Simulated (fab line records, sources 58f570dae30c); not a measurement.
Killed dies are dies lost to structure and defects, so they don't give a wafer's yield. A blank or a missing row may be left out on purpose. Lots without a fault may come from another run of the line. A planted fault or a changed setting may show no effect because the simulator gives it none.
Which tool did it? | flow berkeley_cmos170 | 7 lots, 21 wafers sampled, at 2 steps of a route of 331

WHAT THE GAUGES READ, wafer by wafer
UCB170_CONTACT_CD_MEAS_15: target cd 700 nm.
lot  | measured     | on        | cd_nm (nm)
L609 | day 8 22:05  | cd_sem-02 | 696.4 696.5 695.3
L610 | day 9 06:16  | cd_sem-01 | 698.9 698.0 698.8
L612 | day 9 10:19  | cd_sem-02 | 698.3 698.8 700.6
L616 | day 10 11:14 | cd_sem-02 | 696.8 699.5 698.0
L623 | day 11 00:31 | cd_sem-02 | 664.9 663.4 664.5 665.1 663.4 664.4
L627 | day 12 15:34 | cd_sem-02 | 700.3 700.2 698.5
L630 | day 13 01:20 | cd_sem-02 | 701.0 700.6 699.9

WHICH TOOL RAN EACH LOT (tool, then ch and the chambers of the sampled wafers, then the start)
lot  | UCB170_CONTACT_PEB_13
L609 | litho_track-01 ch 0, day 8 21:48
L610 | litho_track-01 ch 0, day 9 06:00
L612 | litho_track-04 ch 0, day 9 10:02
L616 | litho_track-04 ch 0, day 10 10:58
L623 | litho_track-01 ch 0, day 11 00:14
L627 | litho_track-04 ch 0, day 12 15:17
L630 | litho_track-02 ch 0, day 13 01:04
- UCB170_CONTACT_PEB_13

THE ANSWER, worked out from the rows above alone
Rule: what is usual is taken from the lots themselves. Put in order of their means at a reading, lots are off if they are a third of the lots or fewer, leave a main group of 4 or more, and stand apart from it by a gap of 3 or more times the standard deviation of the main group's means; of several such gaps the widest counts. A main group whose means are all the same, to the digits that the tables above print for the reading, isn't used. A lot without any number at a reading at which 4 lots or more have one is off too. The other lots that the step has rows for count as sound.
Off: L623, at UCB170_CONTACT_CD_MEAS_15 (cd_nm). The main group: mean 698.7 nm, standard deviation 1.4.
A tool fits if, at a process step before that reading, it ran every lot that is off, and no sound lot after the first of them. The gauges at UCB170_CONTACT_CD_MEAS_15 are tried like those tools. One fits: litho_track-01 at UCB170_CONTACT_PEB_13. Its last sound lot is L610 (day 9 06:00), its first lot that is off L623 (day 11 00:14): a fault that began between those two fits.

WHAT THE SIMULATOR HAD PUT IN
Process parameter drift: litho_track-01, from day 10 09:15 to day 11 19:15, at UCB170_CONTACT_PEB_13. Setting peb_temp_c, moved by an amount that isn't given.
Lots struck among those shown: L623. The rule above found the same.
